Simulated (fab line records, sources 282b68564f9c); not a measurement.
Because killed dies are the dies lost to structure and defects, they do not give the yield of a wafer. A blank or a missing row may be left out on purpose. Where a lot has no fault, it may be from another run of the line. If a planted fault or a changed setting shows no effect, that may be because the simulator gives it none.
The same fault as seen by 2 desks || flow ritCmos || each desk holds nothing but its own numbers, with what lay behind them at the end

DESK OF THE TOOL OWNER: pecvd-03
The tool's own readings at RIT_CONTACT_CVD_00 (deposits SiO2 from TEOS, target thk 400 nm, time 61 s): means of the sampled wafers that have a number, for each lot that ran on this tool. Marked OUT: a lot whose mean sits more than 4 standard deviations from the usual mean, which makes it out of limits; the brackets give that distance.
Columns: A = heaterPowerW at RIT_CONTACT_CVD_00, usual 292 W; B = runLengthS at RIT_CONTACT_CVD_00, usual 89.0 s
{"lot": "L806", "first seen here": "day 3 13:30", "A": 266, "B": 89.2}
{"lot": "L815", "first seen here": "day 5 09:51", "A": 264, "B": "91.0 (+4.4) OUT"}
{"lot": "L827", "first seen here": "day 7 22:28", "A": 283, "B": 89.7}
This desk's verdict: out of limits on L815, starting with L815 at day 5 09:51 (runLengthS at RIT_CONTACT_CVD_00). Within limits: L806, L827.

METROLOGY DESK
Means of the sampled wafers that have a number, per lot and without regard to the tool the lot ran on: this is what the gauges read. Marked OUT: a lot whose mean sits more than 4 standard deviations from the usual mean, which makes it out of limits; the brackets give that distance.
Columns: A = CONTACT_TEOS_THK at RIT_CONTACT_THK_MEAS_01, usual 398 nm
{"lot": "L804", "first seen here": "day 3 02:41", "A": 393}
{"lot": "L806", "first seen here": "day 3 13:33", "A": 397}
{"lot": "L807", "first seen here": "day 3 19:50", "A": 399}
{"lot": "L813", "first seen here": "day 4 23:27", "A": 396}
{"lot": "L815", "first seen here": "day 5 09:55", "A": 418}
{"lot": "L816", "first seen here": "day 5 19:29", "A": 395}
{"lot": "L817", "first seen here": "day 5 21:29", "A": 398}
{"lot": "L820", "first seen here": "day 6 11:07", "A": 396}
{"lot": "L822", "first seen here": "day 6 21:59", "A": 404}
{"lot": "L823", "first seen here": "day 7 03:14", "A": 403}
{"lot": "L825", "first seen here": "day 7 11:28", "A": 398}
{"lot": "L826", "first seen here": "day 7 16:59", "A": 398}
{"lot": "L827", "first seen here": "day 7 22:31", "A": 397}
This desk's finding: nothing out of limits on any of the 13 lots.

PUT TOGETHER
The tool owner's desk could have raised an alarm at day 5 09:51, on L815.
Metrology desk: nothing out of limits seen.
The metrology desk holds a record of L815, inside its limits.
The lots listed all ran RIT_CONTACT_CVD_00 on pecvd-03.

WHAT WAS PUT IN BY THE SIMULATOR
pecvd-03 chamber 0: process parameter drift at RIT_CONTACT_CVD_00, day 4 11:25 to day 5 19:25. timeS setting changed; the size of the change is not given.
Shown lots that were struck: L815.
How many hours passed from the start of the fault until each desk's first out-of-limits reading: the tool owner's desk, 22.
